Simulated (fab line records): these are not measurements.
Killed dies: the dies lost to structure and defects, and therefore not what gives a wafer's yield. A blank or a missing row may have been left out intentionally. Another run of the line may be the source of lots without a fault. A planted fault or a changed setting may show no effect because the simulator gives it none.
Lot-split experiment || flow rit cmos || on a route of 202 steps: 5 lots, 23 wafers read

## SPLIT DETAILS
At RIT_SDANNEAL_RTA_03 (time 5 s), the setting time s was moved away from the recipe's 5 s on 9 of the 23 wafers read, by -7.0% to +5.8%. The other wafers ran this setting at the recipe's value.

There is no step in the file separating the split from the reading.

## THE READING
At RIT_SDANNEAL_RS_MEAS_04, a four-point-probe measurement gives PSD_RS in ohm/sq. A value of 115.71 ohm/sq with a standard deviation of 0.29 ohm/sq is what fault-free wafers of this fab line usually give.

{"wafer": "L075.2", "tool, chamber at the split": "rtp anneal-01, 0", "time s as run, s": 5, "against the recipe": "recipe", "PSD_RS, ohm/sq": 115.49, "against lot-mates on the recipe": "-"}
{"wafer": "L075.3", "tool, chamber at the split": "rtp anneal-01, 0", "time s as run, s": 4.688, "against the recipe": "-6.2%", "PSD_RS, ohm/sq": 116.19, "against lot-mates on the recipe": "+0.69"}
{"wafer": "L075.4", "tool, chamber at the split": "rtp anneal-01, 0", "time s as run, s": 5, "against the recipe": "recipe", "PSD_RS, ohm/sq": 115.50, "against lot-mates on the recipe": "-"}
{"wafer": "L075.5", "tool, chamber at the split": "rtp anneal-01, 0", "time s as run, s": 5, "against the recipe": "recipe", "PSD_RS, ohm/sq": 115.50, "against lot-mates on the recipe": "-"}
{"wafer": "L075.6", "tool, chamber at the split": "rtp anneal-01, 0", "time s as run, s": 4.688, "against the recipe": "-6.2%", "PSD_RS, ohm/sq": 116.78, "against lot-mates on the recipe": "+1.28"}
{"wafer": "L076.1", "tool, chamber at the split": "rtp anneal-01, 0", "time s as run, s": 5, "against the recipe": "recipe", "PSD_RS, ohm/sq": 115.96, "against lot-mates on the recipe": "-"}
{"wafer": "L076.2", "tool, chamber at the split": "rtp anneal-01, 0", "time s as run, s": 5, "against the recipe": "recipe", "PSD_RS, ohm/sq": 115.68, "against lot-mates on the recipe": "-"}
{"wafer": "L076.3", "tool, chamber at the split": "rtp anneal-01, 0", "time s as run, s": 4.725, "against the recipe": "-5.5%", "PSD_RS, ohm/sq": 116.78, "against lot-mates on the recipe": "+0.93"}
{"wafer": "L076.5", "tool, chamber at the split": "rtp anneal-01, 0", "time s as run, s": 4.725, "against the recipe": "-5.5%", "PSD_RS, ohm/sq": 116.51, "against lot-mates on the recipe": "+0.66"}
{"wafer": "L076.6", "tool, chamber at the split": "rtp anneal-01, 0", "time s as run, s": 5, "against the recipe": "recipe", "PSD_RS, ohm/sq": 115.90, "against lot-mates on the recipe": "-"}
{"wafer": "L077.1", "tool, chamber at the split": "rtp anneal-01, 0", "time s as run, s": 5.289, "against the recipe": "+5.8%", "PSD_RS, ohm/sq": 115.02, "against lot-mates on the recipe": -0.68}
{"wafer": "L077.3", "tool, chamber at the split": "rtp anneal-01, 0", "time s as run, s": 5.289, "against the recipe": "+5.8%", "PSD_RS, ohm/sq": 114.91, "against lot-mates on the recipe": -0.79}
{"wafer": "L077.4", "tool, chamber at the split": "rtp anneal-01, 0", "time s as run, s": 5.289, "against the recipe": "+5.8%", "PSD_RS, ohm/sq": 114.94, "against lot-mates on the recipe": -0.76}
{"wafer": "L077.5", "tool, chamber at the split": "rtp anneal-01, 0", "time s as run, s": 5, "against the recipe": "recipe", "PSD_RS, ohm/sq": 115.72, "against lot-mates on the recipe": "-"}
{"wafer": "L077.6", "tool, chamber at the split": "rtp anneal-01, 0", "time s as run, s": 5, "against the recipe": "recipe", "PSD_RS, ohm/sq": 115.68, "against lot-mates on the recipe": "-"}
{"wafer": "L080.1", "tool, chamber at the split": "rtp anneal-02, 0", "time s as run, s": 4.652, "against the recipe": "-7.0%", "PSD_RS, ohm/sq": 116.81, "against lot-mates on the recipe": "+1.02"}
{"wafer": "L080.2", "tool, chamber at the split": "rtp anneal-02, 0", "time s as run, s": 5, "against the recipe": "recipe", "PSD_RS, ohm/sq": 115.84, "against lot-mates on the recipe": "-"}
{"wafer": "L080.3", "tool, chamber at the split": "rtp anneal-02, 0", "time s as run, s": 5, "against the recipe": "recipe", "PSD_RS, ohm/sq": 115.67, "against lot-mates on the recipe": "-"}
{"wafer": "L080.4", "tool, chamber at the split": "rtp anneal-02, 0", "time s as run, s": 5, "against the recipe": "recipe", "PSD_RS, ohm/sq": 115.87, "against lot-mates on the recipe": "-"}
{"wafer": "L080.6", "tool, chamber at the split": "rtp anneal-02, 0", "time s as run, s": 4.652, "against the recipe": "-7.0%", "PSD_RS, ohm/sq": 116.41, "against lot-mates on the recipe": "+0.62"}
{"wafer": "L081.2", "tool, chamber at the split": "rtp anneal-01, 0", "time s as run, s": 5, "against the recipe": "recipe", "PSD_RS, ohm/sq": 116.30, "against lot-mates on the recipe": "-"}
{"wafer": "L081.3", "tool, chamber at the split": "rtp anneal-01, 0", "time s as run, s": 5, "against the recipe": "recipe", "PSD_RS, ohm/sq": 116.06, "against lot-mates on the recipe": "-"}
{"wafer": "L081.4", "tool, chamber at the split": "rtp anneal-01, 0", "time s as run, s": 5, "against the recipe": "recipe", "PSD_RS, ohm/sq": 115.84, "against lot-mates on the recipe": "-"}

THE FIT
A straight line over all 23 wafers: PSD_RS changes by -0.132 ohm/sq for each +1% of time s; r = -0.92; the points scatter about the line by 0.23 ohm/sq.
The same after taking each lot's own level away (the mean of its wafers on the recipe; 23 wafers): -0.135 ohm/sq for each +1%; r = -0.96; scatter 0.16 ohm/sq.
On that fit, the largest move of time s shifts the reading by 0.94 ohm/sq.
The lots' own levels span 115.497 to 116.067 ohm/sq, that is 2.0 times the standard deviation above.
So the lot-to-lot level changes the slope little: the two slopes agree.
Check: +0.935 ohm/sq against its lot-mates is what the line predicts for one of the wafers moved furthest among these (-7.0%) when that wafer is left out of the fit. It came out at +1.02 ohm/sq against them.

## ADDITIONAL SPLITS CARRIED BY THESE WAFERS
Other splits were also applied to these wafers ahead of the reading. Each is held against what the fit with the lots' levels taken away leaves over:
{"other split on the same wafers": "RIT_ACTIVE_CVD_03 time s", "wafers away from the commonest value": 18, "r with PSD_RS (lot level and that fit taken away)": "+0.13"}
{"other split on the same wafers": "RIT_FOX1_OXIDATION_00 temp c", "wafers away from the commonest value": 15, "r with PSD_RS (lot level and that fit taken away)": "+0.03"}
{"other split on the same wafers": "RIT_NRETRO_COAT_01 spin rpm", "wafers away from the commonest value": 10, "r with PSD_RS (lot level and that fit taken away)": "+0.04"}
{"other split on the same wafers": "RIT_PRETRO_IMPLANT_08 dose cm2", "wafers away from the commonest value": 11, "r with PSD_RS (lot level and that fit taken away)": "+0.09"}
{"other split on the same wafers": "RIT_GATE_CVD_08 time s", "wafers away from the commonest value": 15, "r with PSD_RS (lot level and that fit taken away)": "+0.12"}
{"other split on the same wafers": "RIT_GATE_EXPOSE_13 dose mj", "wafers away from the commonest value": 5, "r with PSD_RS (lot level and that fit taken away)": "+0.19"}
{"other split on the same wafers": "RIT_REOX_CLEAN_00 temp c", "wafers away from the commonest value": 15, "r with PSD_RS (lot level and that fit taken away)": "+0.07"}
{"other split on the same wafers": "RIT_SPACER_ETCHBACK_05 time s", "wafers away from the commonest value": 6, "r with PSD_RS (lot level and that fit taken away)": -0.25}

## FILE'S OWN FIT
PSD_RS changes by -0.136 ohm/sq for each +1% of time s, r = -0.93.
